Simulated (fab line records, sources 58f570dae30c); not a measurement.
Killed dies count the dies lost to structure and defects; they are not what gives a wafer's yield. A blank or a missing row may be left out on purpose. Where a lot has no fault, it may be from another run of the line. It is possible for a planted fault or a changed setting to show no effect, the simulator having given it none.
Split-lot experiment + flow berkeley_cmos170 + 22 wafers read across 5 lots, on a route 331 steps long

## SPLIT DETAILS
At UCB170_NWELL_PEB_10, the setting peb_temp_c was moved away from the recipe's 130 C on 9 of the 22 wafers read, by -2.8% to +2.9%. All remaining wafers had this setting at the recipe value.

## FROM THE SPLIT TO THE READING: what the file shows between them, 1 step
- UCB170_NWELL_DEVELOP_11: develop time 45 s

## THE READING
NWELL.cd_nm (the simulator's own value, which no gauge read), in nm, at UCB170_NWELL_ETCH_13 (etches Si3N4 in CH3F/Ar/O2, stops on SiO2, target depth 246.4 nm, time 154 s). The file gives no usual value for it. Here, 13 wafers ran the recipe; their average is 3000 nm with a standard deviation of 0.78 nm.

| wafer  | tool, chamber at the split | peb_temp_c as run, C | against the recipe | NWELL.cd_nm, nm | against lot-mates on the recipe |
|--------|----------------------------|----------------------|--------------------|-----------------|---------------------------------|
| L074.2 | litho_track-03, 0          | 130                  | recipe             | 3000            | -                               |
| L074.3 | litho_track-03, 0          | 130                  | recipe             | 3000            | -                               |
| L074.4 | litho_track-03, 0          | 130                  | recipe             | 3000            | -                               |
| L078.1 | litho_track-01, 0          | 133.8                | +2.9%              | 3022            | +22                             |
| L078.2 | litho_track-01, 0          | 133.8                | +2.9%              | 3021            | +21                             |
| L078.3 | litho_track-01, 0          | 130                  | recipe             | 3001            | -                               |
| L078.5 | litho_track-01, 0          | 130                  | recipe             | 2999            | -                               |
| L078.6 | litho_track-01, 0          | 130                  | recipe             | 2999            | -                               |
| L077.1 | litho_track-01, 0          | 127.1                | -2.2%              | 2979            | -21                             |
| L077.6 | litho_track-01, 0          | 127.1                | -2.2%              | 2979            | -21                             |
| L077.2 | litho_track-01, 0          | 130                  | recipe             | 2999            | -                               |
| L077.3 | litho_track-01, 0          | 130                  | recipe             | 3001            | -                               |
| L077.4 | litho_track-01, 0          | 130                  | recipe             | 3001            | -                               |
| L079.1 | litho_track-01, 0          | 130                  | recipe             | 3000            | -                               |
| L079.6 | litho_track-01, 0          | 130                  | recipe             | 3000            | -                               |
| L079.2 | litho_track-01, 0          | 131.4                | +1.1%              | 3009            | +9                              |
| L079.5 | litho_track-01, 0          | 131.4                | +1.1%              | 3010            | +10                             |
| L083.1 | litho_track-01, 0          | 126.4                | -2.8%              | 2971            | -29                             |
| L083.2 | litho_track-01, 0          | 130                  | recipe             | 3001            | -                               |
| L083.3 | litho_track-01, 0          | 126.4                | -2.8%              | 2972            | -28                             |
| L083.4 | litho_track-01, 0          | 126.4                | -2.8%              | 2973            | -27                             |
| L083.5 | litho_track-01, 0          | 130                  | recipe             | 2999            | -                               |

FIT RESULTS
A straight line over all 22 wafers: NWELL.cd_nm changes by +8.93 nm for each +1% of peb_temp_c; r = +0.99; the points scatter about the line by 1.8 nm.
The same after taking each lot's own level away (the mean of its wafers on the recipe; 22 wafers): +9 nm for each +1%; r = +0.99; scatter 1.8 nm.
That fit puts the effect of the largest move of peb_temp_c on the reading at 26 nm.
The lots' own levels span 2999.7 to 3000.3 nm, that is 0.8 times the standard deviation above.
So the lot-to-lot level changes the slope little: the two slopes agree.
Check: for one of the wafers moved furthest among these (+2.9%), held out of the fit, the line's prediction against its lot-mates is +26.3 nm. Against them it came out at +22.3 nm.

## THE OTHER SPLITS THESE WAFERS WENT THROUGH
Before the reading, these wafers also passed through other splits. Each is held against what the fit with the lots' levels taken away leaves over:
| other split on the same wafers     | wafers away from the commonest value | r with NWELL.cd_nm (lot level and that fit taken away) |
|------------------------------------|--------------------------------------|--------------------------------------------------------|
| UCB170_ZERO_ETCH_06 over_etch_frac | 6                                    | +0.08                                                  |

## THE FILE'S OWN FIT
NWELL.cd_nm changes by +8.89 nm for each +1% of peb_temp_c, r = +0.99.
